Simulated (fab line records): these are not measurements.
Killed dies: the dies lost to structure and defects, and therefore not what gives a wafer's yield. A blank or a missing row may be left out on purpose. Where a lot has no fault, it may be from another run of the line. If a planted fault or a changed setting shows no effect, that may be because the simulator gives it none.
Comparing a struck lot with a sound one | flow berkeleyCmos170 | 43 steps out of a route of 331
Sound: these wafers, L997.1, L997.2, L997.3. Wafers struck: L104.1, L104.2, L104.6. The cause comes at the end.
At each step with rows: each side's tool, then ch and its chambers, then its first start. Under that, the readings that differ: sound wafers | struck wafers | difference of the means | sigmas: that difference in standard deviations of wafers without a fault.
alike: words and numbers the same on both sides, and readings whose means are apart by under 2 such deviations; not compared: readings that were withheld, readings missing a value for some wafer, numbers with overlapping values and no deviation given by the record, and bounds like >300 which may hide the same value.
Wherever a step has rows on one side only, a row that says differs or no value, or a row with sigmas, the two part there. Numbers that don't overlap but have no deviation are shown without sigmas and don't part them. Lack of a reading on every wafer of one side parts them only where that side has two or more wafers.

first, 3 steps without rows for these wafers: UCB170_PWELL_EXPOSE_10 (exposes mask PWELL, target cd 3000 nm); UCB170_PWELL_PEB_11; UCB170_PWELL_DEVELOP_12 (develop time 45 s).
UCB170_PWELL_OVL_MEAS_13:
  struck on overlay-02, day 5 13:37; sound on overlay-01, day 4 01:31
  alike: PWELL_OVL
UCB170_PWELL_ETCH_14: etches Si3N4 in CH3F/Ar/O2, stops on SiO2, target depth 242 nm, time 151 s.
  sound on rieDiel-03 ch 0,1,2, day 4 01:33; struck on rieDiel-03 ch 0,1,3, day 5 13:40
  alike: drypumpMotorCurrentA, oesProductAu, throttleValvePct
  not compared: rfHoursCounterH
then, 1 step without rows for these wafers: UCB170_PWELL_IMPLANT_15.
UCB170_PWELL_STRIP_16: strips in O2.
  sound on plasmaAsher-04 ch 0,1, day 4 01:49; struck on plasmaAsher-04 ch 0,1, day 5 13:55
  alike: drypumpMotorCurrentA, oesProductAu, stripTimeToEndpointS
  not compared: rfHoursCounterH
UCB170_PWELL_TW_MEAS_17:
  struck on filmMetro-01, day 5 14:01; sound on filmMetro-01, day 4 01:55
  alike: PWELL_TW
then, 4 steps without rows for these wafers: UCB170_PWELL_CLEAN_18 (cleans in SPM, time 600 s); UCB170_PWELL_WET_ETCH_19 (etches Si3N4 in H3PO4, time 14400 s); UCB170_PWELL_WET_ETCH_20 (etches SiO2 in BOE, time 22 s); UCB170_WELLDRIVE_CLEAN_00 (cleans in SPM, time 600 s).
UCB170_WELLDRIVE_OXIDATION_01: target thk 199 nm, ox time 9000 s.
  sound on furnace-01 ch 0, day 4 12:24; struck on furnace-02 ch 0, day 5 22:56
UCB170_WELLDRIVE_THK_MEAS_02:
  struck on filmMetro-03, day 6 02:26; sound on filmMetro-01, day 4 15:54
  alike: WELLDRIVE_OXIDE_THK
then, 5 steps without rows for these wafers: UCB170_WELLDRIVE_ANNEAL_03 (time 900 s); UCB170_WELLDRIVE_WET_ETCH_04 (etches SiO2 in BOE, time 120 s); UCB170_ACTIVE_CLEAN_00 (cleans in SPM, time 600 s); UCB170_ACTIVE_CLEAN_01 (cleans in dHF, time 60 s); UCB170_ACTIVE_OXIDATION_02 (target thk 26.4 nm, ox time 1260 s).
UCB170_ACTIVE_THK_MEAS_03:
  struck on filmMetro-01, day 6 13:06; sound on filmMetro-02, day 5 00:34
  alike: ACTIVE_OXIDE_THK
then, 2 steps without rows for these wafers: UCB170_ACTIVE_ANNEAL_04 (time 900 s); UCB170_ACTIVE_CVD_05 (deposits Si3N4 from SiH2Cl2/NH3, target thk 220 nm, time 3300 s).
UCB170_ACTIVE_THK_MEAS_06:
  struck on filmMetro-02, day 6 18:48; sound on filmMetro-02, day 5 08:22
  alike: ACTIVE_NITRIDE_THK
then, 6 steps without rows for these wafers: UCB170_ACTIVE_HMDS_07 (prime time 60 s); UCB170_ACTIVE_COAT_08 (resist thk 900 nm); UCB170_ACTIVE_SOFTBAKE_09 (time 60 s); UCB170_ACTIVE_EXPOSE_10 (exposes mask ACTIVE, target cd 1200 nm); UCB170_ACTIVE_PEB_11; UCB170_ACTIVE_DEVELOP_12 (develop time 45 s).
UCB170_ACTIVE_CD_MEAS_13: target cd 1200 nm.
  struck on cdSem-02, day 6 20:08; sound on cdSem-02, day 5 10:29
  alike: cdNm
UCB170_ACTIVE_OVL_MEAS_14:
  struck on overlay-02, day 6 20:15; sound on overlay-02, day 5 10:36
  alike: ACTIVE_OVL
UCB170_ACTIVE_ETCH_15: etches Si3N4 in CH3F/Ar/O2, stops on SiO2, target depth 242 nm, time 151 s.
  sound on rieDiel-04 ch 1,2,3, day 5 10:38; struck on rieDiel-04 ch 0,1,3, day 6 20:17
  alike: drypumpMotorCurrentA, oesProductAu, throttleValvePct
  not compared: rfHoursCounterH
UCB170_ACTIVE_STRIP_16: strips in O2.
  sound on plasmaAsher-03 ch 0,1, day 5 10:45; struck on plasmaAsher-01 ch 0,1, day 6 20:23
  alike: drypumpMotorCurrentA, oesProductAu, stripTimeToEndpointS
  not compared: rfHoursCounterH
UCB170_ACTIVE_CD_MEAS_90: target cd 1200 nm.
  struck on cdSem-02, day 6 20:29; sound on cdSem-02, day 5 10:51
  alike: cdNm
then, 7 steps without rows for these wafers: UCB170_ACTIVE_CLEAN_17 (cleans in SPM, time 600 s); UCB170_PFIELD_HMDS_00 (prime time 60 s); UCB170_PFIELD_COAT_01 (resist thk 900 nm); UCB170_PFIELD_SOFTBAKE_02 (time 60 s); UCB170_PFIELD_EXPOSE_03 (exposes mask PFIELD, target cd 1500 nm); UCB170_PFIELD_PEB_04; UCB170_PFIELD_DEVELOP_05 (develop time 45 s).
UCB170_PFIELD_OVL_MEAS_06:
  struck on overlay-01, day 6 22:06; sound on overlay-01, day 5 13:10
  alike: PFIELD_OVL
-- the record jumps here: 4 days lie between the struck wafers' starts before and after (it left off in module PFIELD and takes up again in module M3, whose first step shown is number 331 of the route) --
UCB170_M3_PROBE_99:
  rows exist in the record for the struck wafers here (prober-01, day 10 19:46), but not for the sound ones

== WHERE THEY PART ==
Within this record, at UCB170_M3_PROBE_99 only.

WHY: what had been put in by the simulator
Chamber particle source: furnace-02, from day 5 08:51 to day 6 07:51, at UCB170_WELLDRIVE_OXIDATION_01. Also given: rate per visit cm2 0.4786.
